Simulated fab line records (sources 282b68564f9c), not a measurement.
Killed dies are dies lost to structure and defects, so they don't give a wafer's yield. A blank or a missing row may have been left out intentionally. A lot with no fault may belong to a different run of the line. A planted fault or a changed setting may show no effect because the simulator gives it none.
Code-filled problem report in 8D (eight disciplines) form	flow rit-cmos	the parts of the form that need people (team, actions taken, sign-off) are left out

## 1. WHAT WENT WRONG
Across 2 wafers from 2 lots, M1_AL_RS at RIT_M1_RS_MEAS_01 averages 0.0983 ohm/sq, while fault-free wafers read 0.0733 ohm/sq with a standard deviation of 0.0008. Measured from the usual mean, that is +31 standard deviations.
The step: measures by four-point-probe.
Seen first at day 4 17:46 on film-metro-01, wafer L870.4. At this step, 18 wafers from 6 lots have a number in the record. Rule for "out" (also "out of limits"): further than 4 standard deviations from the usual mean. The other wafers with a number count as sound.

## 2. WHAT IT IS; WHAT IT IS NOT
question	is	is not
which readings at this step	M1_AL_RS	-
which lots	L870, L872	L865, L866, L880, L885
which wafers of those lots	L870.4, L872.4	L870.2, L870.6, L872.1, L872.5
read on which gauges	film-metro-01, film-metro-03	-
when	from day 4 17:46	up to then (8 sound wafers); but 8 sound wafers of L872, L880, L885 came after

## 3. THE SUSPECTS, EACH WITH WHAT RULES IT OUT
Counting: any tool at a process step up to the reading remains a suspect provided it ran every lot that is out. Sound lots after the first of them don't rule it out here, since some wafers of a struck lot are sound.
- the gauge at RIT_M1_RS_MEAS_01: ruled out. The wafers that are out were read on 2 gauges (film-metro-01, film-metro-03).
- plasma-asher-03 at RIT_CONTACT_STRIP_12 (strips in O2, time 180 s): kept. It ran every lot that is out, first L870 (day 4 16:47).
- pvd-sputter-04 at RIT_M1_SPUTTER_00 (material Al, target thk 400 nm, time 500 s): kept. It processed each lot that is out (first: L870, day 4 17:27); up to then, its last sound lot is L866 (day 3 23:05).
Remaining after the count are plasma-asher-03 at RIT_CONTACT_STRIP_12 and pvd-sputter-04 at RIT_M1_SPUTTER_00.

## 4. THE CAUSE (what the simulator had put in)
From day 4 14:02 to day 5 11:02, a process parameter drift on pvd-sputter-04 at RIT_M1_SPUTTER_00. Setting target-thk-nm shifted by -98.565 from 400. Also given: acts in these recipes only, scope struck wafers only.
Of the 2 suspects that counting leaves, this tool is one.

## 5. SEQUENCE OF EFFECTS, ordered by route
One row per reading whose mean, taken over the struck wafers that have a number, lies over 3 standard deviations from the usual. Scope: only readings with a usual standard deviation given in the record; hours: median across lots of the time from each lot's start at the first step in this table that gives one to its start at this step; sigmas: change in usual standard deviations.
hours	step	reading	usual	on struck wafers	change	sigmas
0	RIT_M1_RS_MEAS_01	M1_AL_RS	0.0733 ohm/sq	0.0983	+0.0250	+31
0	RIT_M1_THK_MEAS_02	M1_AL_THK	402 nm	301	-101	-21
2	RIT_M1_METAL_ETCH_12	oes-product-au	0.768 a.u.	0.663	-0.105	-8.7
The process steps in it:
- RIT_M1_METAL_ETCH_12: etches Al in Cl2/BCl3, stops on SiO2, time 165 s, target depth 600 nm.
At these later measuring or inspecting steps, every struck wafer for which the step has a row has a number for every such reading, and none has moved that far: RIT_M1_CD_MEAS_09, RIT_M1_OVL_MEAS_10.

## 6. WHAT WOULD HAVE CAUGHT IT SOONER
4 hours passed between the start of the fault at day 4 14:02 and the first reading out of limits at a measuring or inspecting step in this record, taken at day 4 17:46.
No tool reading at RIT_M1_SPUTTER_00 that has a usual standard deviation in the record was out on any struck wafer, so an alarm limit of 4 standard deviations on those readings would not have fired.
Lots out: 2; of these, L872 started RIT_M1_SPUTTER_00 on pvd-sputter-04 after day 4 17:46. A tool hold placed at that time would have kept it from harm.
